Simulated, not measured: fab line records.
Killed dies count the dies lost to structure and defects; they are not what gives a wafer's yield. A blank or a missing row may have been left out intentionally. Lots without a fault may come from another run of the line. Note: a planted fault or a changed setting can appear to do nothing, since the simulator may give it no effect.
A single fault, viewed from 2 desks -- flow berkeley cmos170 -- every desk sees just its own numbers, and what lay behind them comes last

== THE METROLOGY DESK ==
Means of the sampled wafers that have a number, per lot and without regard to the tool the lot ran on: this is what the gauges read. Marked OUT: a lot whose mean sits more than 4 standard deviations from the usual mean, which makes it out of limits; the brackets give that distance.
Columns: A = SPACER_TEOS_THK at UCB170_SPACER_THK_MEAS_01, usual 376 nm
lot,first seen here,A
L554,day 7 08:41,376
L553,day 7 08:56,377
L555,day 7 15:00,372
L559,day 8 12:14,374
L564,day 9 03:04,381
L562,day 9 03:44,379
L561,day 9 03:59,368
L565,day 9 10:46,377
L566,day 9 10:56,364
L567,day 10 02:48,376
L570,day 10 13:23,377
L572,day 10 13:41,379
L574,day 11 13:35,376
L576,day 12 02:28,369
Result from this desk: across the 14 lots, nothing is out of limits.

== TOOL OWNER'S DESK, pecvd-02 ==
The tool's own readings at UCB170_SPACER_CVD_00 (deposits SiO2 from TEOS/O2, target thk 376 nm, time 47 s): means of the sampled wafers that have a number, for each lot that ran on this tool. Marked OUT: a lot whose mean sits more than 4 standard deviations from the usual mean, which makes it out of limits; the brackets give that distance.
Columns: A = heater power w at UCB170_SPACER_CVD_00, usual 289 W; B = run length s at UCB170_SPACER_CVD_00, usual 75.1 s
lot,first seen here,A,B
L555,day 7 14:57,253,74.9
L559,day 8 12:12,222,74.8
L564,day 9 03:00,272,74.9
L561,day 9 03:56,231,73.5
L566,day 9 10:53,283,73.4
Result from this desk: across the 5 lots, nothing is out of limits.

== PUT TOGETHER ==
From the metrology desk's view, nothing was out of limits.
Nothing out of limits was seen by the tool owner's desk.

== WHAT WAS PUT IN BY THE SIMULATOR ==
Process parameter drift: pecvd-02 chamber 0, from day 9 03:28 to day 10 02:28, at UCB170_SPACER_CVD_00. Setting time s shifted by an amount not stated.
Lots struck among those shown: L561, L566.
